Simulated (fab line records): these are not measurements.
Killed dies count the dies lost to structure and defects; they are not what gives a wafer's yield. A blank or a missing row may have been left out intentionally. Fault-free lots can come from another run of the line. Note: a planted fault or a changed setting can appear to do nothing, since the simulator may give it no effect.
Chamber matching / flow rit-cmos / 4 sister chambers for RIT_SPACER_ETCHBACK_05 on rie-diel-02
The step etches Si3N4 in SF6/CHF3, stops on SiO2, target depth 250 nm, time 240 s. 4 wafers are shown with their chamber, then 8 later ones without.

== EACH WAFER AND ITS CHAMBER ==
wafer=L086.1; chamber=3; throttle-valve-pct (%)=10.37
wafer=L086.5; chamber=1; throttle-valve-pct (%)=10.29
wafer=L086.6; chamber=0; throttle-valve-pct (%)=10.22
wafer=L090.3; chamber=2; throttle-valve-pct (%)=10.21

== WAFERS WITHOUT THEIR CHAMBER ==
wafer=L090.4; throttle-valve-pct (%)=10.36
wafer=L090.5; throttle-valve-pct (%)=10.30
wafer=L093.3; throttle-valve-pct (%)=10.29
wafer=L093.5; throttle-valve-pct (%)=10.22
wafer=L093.6; throttle-valve-pct (%)=10.29
wafer=L097.1; throttle-valve-pct (%)=10.36
wafer=L097.5; throttle-valve-pct (%)=10.21
wafer=L097.6; throttle-valve-pct (%)=10.35

== WHICH CHAMBER EACH WENT THROUGH ==
wafer=L090.4; from the rows above=3; in truth=3
wafer=L090.5; from the rows above=1; in truth=1
wafer=L093.3; from the rows above=1; in truth=1
wafer=L093.5; from the rows above=can't be placed: 0 or 2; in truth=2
wafer=L093.6; from the rows above=1; in truth=1
wafer=L097.1; from the rows above=3; in truth=3
wafer=L097.5; from the rows above=can't be placed: 2 or 0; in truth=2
wafer=L097.6; from the rows above=3; in truth=3
6 of 8 placed correctly. Cannot be placed on the basis of these rows: 2; the candidates contain the true chamber in 2. Wrongly placed: 0.
How it was worked out, from the rows above alone: a wafer's distance from a chamber is the root of the sum, over the readings, of the square of ((its reading less the chamber's mean) divided by the reading's scatter). If the next closest chamber is less than 2 further off than the closest, the wafer can't be placed; otherwise it belongs to the closest. A chamber's mean is the mean of its shown wafers. The scatter: with one shown wafer a chamber, the root of the mean of the squares of how far each hidden wafer lies from its nearest shown one.
